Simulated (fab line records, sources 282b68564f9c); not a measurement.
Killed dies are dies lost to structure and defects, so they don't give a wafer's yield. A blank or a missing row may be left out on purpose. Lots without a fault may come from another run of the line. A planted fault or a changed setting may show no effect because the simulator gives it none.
Which tool did it? | flow rit_cmos | 6 lots, 18 wafers sampled, at 2 steps of a route of 202

WHAT THE GAUGES READ, wafer by wafer
RIT_GATE_CD_MEAS_16: target cd 150 nm.
lot  | measured    | on        | cd_nm (nm)
L137 | day 3 13:28 | cd_sem-02 | 150.3 150.9 145.3
L141 | day 4 06:29 | cd_sem-02 | 148.5 148.7 149.1
L144 | day 4 20:29 | cd_sem-01 | 150.6 150.5 154.8
L146 | day 5 10:20 | cd_sem-02 | 144.4 144.7 146.8
L148 | day 6 01:41 | cd_sem-02 | 148.2 146.0 148.6
L150 | day 6 03:19 | cd_sem-01 | 148.5 146.2 144.5

WHICH TOOL RAN EACH LOT (tool, then ch and the chambers of the sampled wafers, then the start)
lot  | RIT_GATE_EXPOSE_13
L137 | iline_stepper-01 ch 0, day 3 13:04
L141 | iline_stepper-01 ch 0, day 4 06:05
L144 | iline_stepper-01 ch 0, day 4 20:02
L146 | iline_stepper-01 ch 0, day 5 09:56
L148 | iline_stepper-02 ch 0, day 6 01:17
L150 | iline_stepper-01 ch 0, day 6 02:47
- RIT_GATE_EXPOSE_13: exposes mask M6, target cd 150 nm.

THE ANSWER, worked out from the rows above alone
Rule: what is usual is taken from the lots themselves. Put in order of their means at a reading, lots are off if they are a third of the lots or fewer, leave a main group of 4 or more, and stand apart from it by a gap of 3 or more times the standard deviation of the main group's means; of several such gaps the widest counts. A main group whose means are all the same, to the digits that the tables above print for the reading, isn't used. A lot without any number at a reading at which 4 lots or more have one is off too. The other lots that the step has rows for count as sound.
No lot is off at any reading shown: from this, nothing can be told.

WHAT THE SIMULATOR HAD PUT IN
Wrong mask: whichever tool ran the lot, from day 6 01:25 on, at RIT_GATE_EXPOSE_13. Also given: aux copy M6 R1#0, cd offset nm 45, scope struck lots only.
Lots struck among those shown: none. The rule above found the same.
